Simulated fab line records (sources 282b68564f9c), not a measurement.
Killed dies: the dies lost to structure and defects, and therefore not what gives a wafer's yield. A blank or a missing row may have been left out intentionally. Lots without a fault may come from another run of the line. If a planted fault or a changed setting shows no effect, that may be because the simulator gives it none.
Split-lot experiment | flow rit-cmos | 23 wafers read across 5 lots, on a route 202 steps long

THE SPLIT
At RIT_PRETRO_IMPLANT_08, the setting dose-cm2 was moved away from the recipe's 1.2e+13 on 10 of the 23 wafers read, by -7.3% to +4.2%. The other wafers ran this setting at the recipe's value.

SPLIT TO READING: what lies between them in the file, 1 step
- RIT_PRETRO_STRIP_09: strips in O2, time 180 s

THE READING
PRETRO_TW, at RIT_PRETRO_TW_MEAS_10. On this fab line, fault-free wafers typically give 474 with a standard deviation of 3.5.

wafer  | tool, chamber at the split | dose-cm2 as run | against the recipe | PRETRO_TW | against lot-mates on the recipe
L074.1 | implanter-02, 0            | 1.2e+13         | recipe             | 482       | -
L074.2 | implanter-02, 0            | 1.121e+13       | -6.6%              | 471       | -10
L074.3 | implanter-02, 0            | 1.121e+13       | -6.6%              | 471       | -10
L074.4 | implanter-02, 0            | 1.121e+13       | -6.6%              | 471       | -10
L074.5 | implanter-02, 0            | 1.2e+13         | recipe             | 480       | -
L075.1 | implanter-02, 0            | 1.2e+13         | recipe             | 478       | -
L075.2 | implanter-02, 0            | 1.169e+13       | -2.6%              | 473       | -4
L075.3 | implanter-02, 0            | 1.169e+13       | -2.6%              | 474       | -3
L075.4 | implanter-02, 0            | 1.2e+13         | recipe             | 476       | -
L075.5 | implanter-02, 0            | 1.2e+13         | recipe             | 476       | -
L077.1 | implanter-01, 0            | 1.25e+13        | +4.2%              | 476       | +4
L077.2 | implanter-01, 0            | 1.2e+13         | recipe             | 472       | -
L077.4 | implanter-01, 0            | 1.2e+13         | recipe             | 470       | -
L077.5 | implanter-01, 0            | 1.2e+13         | recipe             | 473       | -
L077.6 | implanter-01, 0            | 1.25e+13        | +4.2%              | 479       | +7
L078.1 | implanter-01, 0            | 1.112e+13       | -7.3%              | 459       | -13
L078.2 | implanter-01, 0            | 1.112e+13       | -7.3%              | 461       | -11
L078.3 | implanter-01, 0            | 1.2e+13         | recipe             | 473       | -
L078.4 | implanter-01, 0            | 1.112e+13       | -7.3%              | 463       | -9
L078.5 | implanter-01, 0            | 1.2e+13         | recipe             | 471       | -
L085.4 | implanter-01, 0            | 1.2e+13         | recipe             | 470       | -
L085.5 | implanter-01, 0            | 1.2e+13         | recipe             | 471       | -
L085.6 | implanter-01, 0            | 1.2e+13         | recipe             | 472       | -

THE FIT
A straight line over all 23 wafers: PRETRO_TW changes by +1.13 for each +1% of dose-cm2; r = +0.71; the points scatter about the line by 4.
The same after taking each lot's own level away (the mean of its wafers on the recipe; 23 wafers): +1.48 for each +1%; r = +0.98; scatter 1.1.
The reading moves by 11 for the largest change in dose-cm2, on that fit.
Across the lots, their own levels run from 471.0 to 481.0, a range of 2.9 times the standard deviation given above.
So the lot-to-lot level blurs the effect unless lot-mates are compared.
Check: -10.5 against its lot-mates is what the line predicts for one of the wafers moved furthest among these (-7.3%) when that wafer is left out of the fit. It came out at -13 against them.

OTHER SPLITS ON THESE WAFERS
These wafers also went through other splits before the reading. Each is held against what the fit with the lots' levels taken away leaves over:
other split on the same wafers       | wafers away from the commonest value | r with PRETRO_TW (lot level and that fit taken away)
RIT_ACTIVE_OXIDATION_01 temp-c       | 5                                    | +0.14
RIT_ACTIVE_DEVELOP_10 develop-time-s | 7                                    | -0.11
RIT_ACTIVE_ETCH_13 pressure-mtorr    | 15                                   | +0.01
RIT_NWELL_SOFTBAKE_02 temp-c         | 8                                    | -0.18
RIT_NWELL_IMPLANT_08 dose-cm2        | 9                                    | -0.24
RIT_PWELL_COAT_01 spin-rpm           | 5                                    | +0.42
RIT_PWELL_IMPLANT_08 energy-kev      | 10                                   | -0.27
RIT_NRETRO_COAT_01 resist-thk-nm     | 8                                    | -0.17
RIT_NRETRO_IMPLANT_08 energy-kev     | 10                                   | -0.18

THE FILE'S OWN FIT
PRETRO_TW changes by +1.46 for each +1% of dose-cm2, r = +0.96.
